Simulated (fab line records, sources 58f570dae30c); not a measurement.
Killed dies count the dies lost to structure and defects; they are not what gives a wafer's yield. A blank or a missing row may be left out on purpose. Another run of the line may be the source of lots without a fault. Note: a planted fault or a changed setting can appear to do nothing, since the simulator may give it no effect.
A struck lot beside a sound one -- flow berkeley_cmos170 -- 19 out of 331 route steps
Sound: wafers L440.1, L440.2, L440.6. Wafers L433.1, L433.4, L433.6 were the ones struck. At the end, the cause is stated.
Each step with rows lists, per side, the tool, then ch with its chambers, then its first start. Under that, the readings that differ: sound wafers -- struck wafers -- difference of the means -- sigmas: that difference in standard deviations of wafers without a fault.
alike: readings whose means differ by less than 2 such deviations, and words and numbers that are the same on both sides. not compared: withheld readings, readings that some wafer has no value for, bounds like >300 that may hide the same value, and numbers for which the record gives no deviation and whose values overlap.
The two part at a step that has a row with sigmas, a row that says differs or no value, or rows on one side only. Numbers that don't overlap but have no deviation are shown without sigmas and don't part them. A reading that every wafer of one side lacks parts them only if that side has two wafers or more.

UCB170_GATE_CD_MEAS_12 targets a cd of 350 nm.
  sound: cd_sem-01 at day 9 01:12; struck: cd_sem-01 at day 7 10:23
  alike: cd_nm
UCB170_GATE_OVL_MEAS_13:
  sound: overlay-02 at day 9 01:19; struck: overlay-01 at day 7 10:30
  alike: GATE_OVL
UCB170_GATE_ETCH_14: etches BARC in N2/H2.
  sound on rie_diel-01 ch 0,1,3, day 9 01:22; struck on rie_diel-03 ch 1,2,3, day 7 10:32
  alike: drypump_motor_current_A, oes_product_au, throttle_valve_pct
UCB170_GATE_ETCH_15: etches poly-Si in HBr/Cl2, stops on SiO2, time 56.3 s, target depth 278.2 nm.
  sound on rie_si-02 ch 1,2,3, day 9 01:24; struck on rie_si-02 ch 2,3, day 7 10:35
  alike: drypump_motor_current_A, oes_product_au, throttle_valve_pct
  not compared: rf_hours_counter_h
UCB170_GATE_STRIP_16: strips in O2.
  sound on plasma_asher-01 ch 0,1, day 9 01:27; struck on plasma_asher-03 ch 0,1, day 7 10:37
  alike: drypump_motor_current_A, oes_product_au
  not compared: rf_hours_counter_h
UCB170_GATE_CD_MEAS_90 targets a cd of 350 nm.
  sound: cd_sem-02 at day 9 01:33; struck: cd_sem-01 at day 7 10:59
  alike: cd_nm
then, 6 steps without rows for these wafers: UCB170_GATE_CLEAN_17 (cleans in SPM, time 600 s); UCB170_PLDD_HMDS_00 (prime time 60 s); UCB170_PLDD_COAT_01 (resist thk 900 nm); UCB170_PLDD_SOFTBAKE_02 (time 60 s); UCB170_PLDD_EXPOSE_03 (exposes mask PSELECT, target cd 1200 nm); UCB170_PLDD_PEB_04.
UCB170_PLDD_DEVELOP_05: develop time 45 s.
  sound on litho_track-04 ch 0, day 9 04:00; struck on litho_track-02 ch 0, day 7 12:00
  alike: resist_line_temp_C
UCB170_PLDD_OVL_MEAS_07:
  sound: overlay-02 at day 9 04:24; struck: overlay-02 at day 7 12:58
  alike: PLDD_OVL
then, 2 steps without rows for these wafers: UCB170_PLDD_IMPLANT_08; UCB170_PLDD_IMPLANT_09.
UCB170_PLDD_STRIP_10: strips in O2.
  sound on plasma_asher-02 ch 0,1, day 9 04:44; struck on plasma_asher-03 ch 0,1, day 7 13:17
  alike: drypump_motor_current_A, oes_product_au, strip_time_to_endpoint_s
  not compared: rf_hours_counter_h
UCB170_PLDD_TW_MEAS_11:
  sound: film_metro-01 at day 9 04:50; struck: film_metro-03 at day 7 13:23
reading,sound,struck,difference,sigmas
PLDD_TW,1020 1015 1013,30 30 30,-986,-99 or more
then, 1 step without rows for these wafers: UCB170_PLDD_CLEAN_12 (cleans in SPM, time 600 s).

WHERE THEY PART
UCB170_PLDD_TW_MEAS_11 only, going by this record.

WHY: what the simulator had put in
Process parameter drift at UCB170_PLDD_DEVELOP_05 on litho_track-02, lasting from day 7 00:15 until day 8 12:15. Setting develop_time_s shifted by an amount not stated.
